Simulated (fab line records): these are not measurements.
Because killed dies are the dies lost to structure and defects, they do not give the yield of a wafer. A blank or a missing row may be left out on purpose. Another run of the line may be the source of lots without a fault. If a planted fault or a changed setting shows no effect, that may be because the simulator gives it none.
Which tool is to blame? | flow berkeley cmos170 | 15 lots, 45 wafers sampled, at 1 step of a route of 331

## WHAT THE GAUGES READ, wafer by wafer
No reading from a measuring or inspecting step in the record can be judged against a usual standard deviation.

## TOOL THAT RAN EACH LOT (tool first, then ch and the chambers of the sampled wafers, then the start)
lot  | UCB170_SILICIDE_RTA_04
L731 | rtp anneal-01 ch 0, day 6 17:27
L733 | rtp anneal-01 ch 0, day 6 20:23
L734 | rtp anneal-01, day 7 02:07
L735 | rtp anneal-01, day 7 09:44
L736 | rtp anneal-02, day 7 09:50
L742 | rtp anneal-01 ch 0, day 8 17:17
L744 | rtp anneal-02 ch 0, day 9 05:30
L745 | rtp anneal-01 ch 0, day 9 15:52
L747 | rtp anneal-02 ch 0, day 10 05:26
L748 | rtp anneal-01 ch 0, day 10 05:46
L746 | rtp anneal-02 ch 0, day 10 05:56
L749 | rtp anneal-01 ch 0, day 10 19:15
L750 | rtp anneal-02 ch 0, day 10 19:24
L751 | rtp anneal-02 ch 0, day 11 00:30
L752 | rtp anneal-01 ch 0, day 11 12:02
- UCB170_SILICIDE_RTA_04: time 15 s.

## AS READ BY THE TOOLS THEMSELVES (means over the sampled wafers that have a number; for cases with no such wafer, the mark the record gives instead)
UCB170_SILICIDE_RTA_04.
lot  | tool          | anneal temp c max | chamber o2 ppm | lamp power pct (%) | wafer_temp_C_max
L731 | rtp anneal-01 | 652.5             | 1.992          | 10.4               | 653.0
L733 | rtp anneal-01 | 652.6             | 1.992          | 10.4               | 653.6
L734 | rtp anneal-01 | -                 | -              | -                  | -
L735 | rtp anneal-01 | -                 | -              | -                  | -
L736 | rtp anneal-02 | -                 | -              | -                  | -
L742 | rtp anneal-01 | 652.3             | 1.991          | 10.4               | 653.7
L744 | rtp anneal-02 | 652.5             | 2.007          | 9.5                | 652.4
L745 | rtp anneal-01 | 652.4             | 1.981          | 10.4               | 652.8
L747 | rtp anneal-02 | 652.9             | 1.998          | 9.5                | 652.3
L748 | rtp anneal-01 | 652.6             | 1.982          | 10.4               | 653.7
L746 | rtp anneal-02 | 653.4             | 1.990          | 9.5                | 651.9
L749 | rtp anneal-01 | 652.6             | 1.989          | 10.4               | 654.3
L750 | rtp anneal-02 | 652.4             | 1.995          | 9.5                | 652.9
L751 | rtp anneal-02 | 653.2             | 1.987          | 9.5                | 652.0
L752 | rtp anneal-01 | 652.2             | 2.006          | 10.4               | 652.7

## THE ANSWER, worked out from the rows above alone
Rule: the usual values come from the lots themselves. Put in order of their means at a reading, lots are off if they are a third of the lots or fewer, leave a main group of 4 or more, and stand apart from it by a gap of 3 or more times the standard deviation of the main group's means; of several such gaps the widest counts. The tables above print the reading to a certain number of digits; a main group whose means all agree to those digits is not used. Also off: a lot with no number at a reading for which 4 or more lots have one. The other lots that the step has rows for count as sound. Order of review: gauges by route order, followed by the tools' own readings, for which a lot's mean as printed above is used. The first step at which some lot is off is used, and at that step the reading that is off furthest; a lot without a number counts as furthest.
Off: L734, L735, L736 (UCB170_SILICIDE_RTA_04, anneal temp c max). Without a number there: L734, L735, L736. Main group: mean 652.6, sd 0.34.
If a tool, at that step or one of the process steps before it, ran each lot that is off and ran no sound lot following the first of them, it fits. None of those tried fits.

## WHAT THE SIMULATOR HAD INSERTED
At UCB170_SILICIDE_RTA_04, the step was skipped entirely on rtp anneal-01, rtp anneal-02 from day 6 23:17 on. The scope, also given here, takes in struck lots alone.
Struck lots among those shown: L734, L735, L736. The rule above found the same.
